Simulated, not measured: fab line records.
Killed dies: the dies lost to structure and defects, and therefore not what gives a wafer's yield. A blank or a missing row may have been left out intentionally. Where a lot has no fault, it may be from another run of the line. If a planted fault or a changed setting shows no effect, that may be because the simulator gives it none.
A struck lot beside a sound one / flow berkeley-cmos170 / 16 steps out of a route of 331
Sound: the wafers L230.1, L230.4, L230.6. Wafers L244.3, L244.5, L244.6 were the ones struck. The cause is given at the end.
For every step that has rows: the tool of each side, followed by ch and its chambers, followed by its first start. Under that, the readings that differ: sound wafers / struck wafers / difference of the means / sigmas: that difference in standard deviations of wafers without a fault.
alike: readings whose means differ by less than 2 such deviations, and words and numbers that are the same on both sides. not compared: withheld readings, readings that some wafer has no value for, bounds like >300 that may hide the same value, and numbers for which the record gives no deviation and whose values overlap.
A row with sigmas, a row that says differs or no value, or rows on one side alone: a step with any of these is where the two part. Numbers that don't overlap but have no deviation are shown without sigmas and don't part them. Lack of a reading on every wafer of one side parts them only where that side has two or more wafers.

UCB170_ACTIVE_OVL_MEAS_14:
  sound: overlay-02 at day 6 23:01; struck: overlay-02 at day 9 21:03
  alike: ACTIVE_OVL
UCB170_ACTIVE_ETCH_15: etches Si3N4 in CH3F/Ar/O2, stops on SiO2, target depth 242 nm, time 151 s.
  sound on rie-diel-02 ch 2,3, day 6 23:02; struck on rie-diel-01 ch 1,2, day 9 21:04
reading=oes-product-au (a.u.); sound=0.943 0.924 0.926; struck=0.989 0.935 0.976; difference=+0.036; sigmas=+2
  alike: CH3F_flow_sccm, O2_flow_sccm, drypump-motor-current-A, mfc-ar-sccm, throttle-valve-pct
  not compared: rf-hours-counter-h
UCB170_ACTIVE_STRIP_16: strips in O2.
  sound on plasma-asher-01 ch 0,1, day 6 23:09; struck on plasma-asher-01 ch 0,1, day 9 21:12
  alike: drypump-motor-current-A, oes-product-au, strip-time-to-endpoint-s
  not compared: rf-hours-counter-h
UCB170_ACTIVE_CD_MEAS_90 targets a cd of 1200 nm.
  sound: cd-sem-02 at day 6 23:15; struck: cd-sem-01 at day 9 21:19
  alike: cd-nm
then, 7 steps without rows for these wafers: UCB170_ACTIVE_CLEAN_17 (cleans in SPM, time 600 s); UCB170_PFIELD_HMDS_00 (prime time 60 s); UCB170_PFIELD_COAT_01 (resist thk 900 nm); UCB170_PFIELD_SOFTBAKE_02 (time 60 s); UCB170_PFIELD_EXPOSE_03 (exposes mask PFIELD, target cd 1500 nm); UCB170_PFIELD_PEB_04; UCB170_PFIELD_DEVELOP_05 (develop time 45 s).
UCB170_PFIELD_OVL_MEAS_06:
  sound: overlay-01 at day 7 00:35; struck: overlay-02 at day 9 23:24
  alike: PFIELD_OVL
UCB170_PFIELD_IMPLANT_07:
  sound on implanter-01 ch 0, day 7 00:37; struck on implanter-01 ch 0, day 9 23:29
reading=dose-ions-cm2; sound=2.0058e+13 2.0035e+13 2.0058e+13; struck=2.5987e+13 2.5965e+13 2.6003e+13; difference=+5.9347e+12; sigmas=+99 or more
reading=faraday-current-uA; sound=64.5 65.5 64.0; struck=83.8 81.0 83.5; difference=+18.1; sigmas=+14
UCB170_PFIELD_STRIP_08: strips in O2.
  sound on plasma-asher-03 ch 0,1, day 7 00:46; struck on plasma-asher-04 ch 0,1, day 9 23:37
  alike: drypump-motor-current-A, oes-product-au, strip-time-to-endpoint-s
  not compared: rf-hours-counter-h
UCB170_PFIELD_TW_MEAS_09:
  sound: film-metro-01 at day 7 00:52; struck: film-metro-01 at day 9 23:55
reading=PFIELD_TW; sound=609 613 611; struck=662 660 658; difference=+49; sigmas=+11
  not compared: hold
-- the record jumps here: 4 days lie between the struck wafers' starts before and after (it left off in module PFIELD and takes up again in module M3, whose first step shown is number 331 of the route) --
UCB170_M3_PROBE_99:
  the record has rows for the struck wafers here (prober-01, day 14 11:32) and none for the sound ones

== WHERE THEY PART ==
First at UCB170_ACTIVE_ETCH_15; last, within this record, at UCB170_M3_PROBE_99.

WHY: what had been put in by the simulator
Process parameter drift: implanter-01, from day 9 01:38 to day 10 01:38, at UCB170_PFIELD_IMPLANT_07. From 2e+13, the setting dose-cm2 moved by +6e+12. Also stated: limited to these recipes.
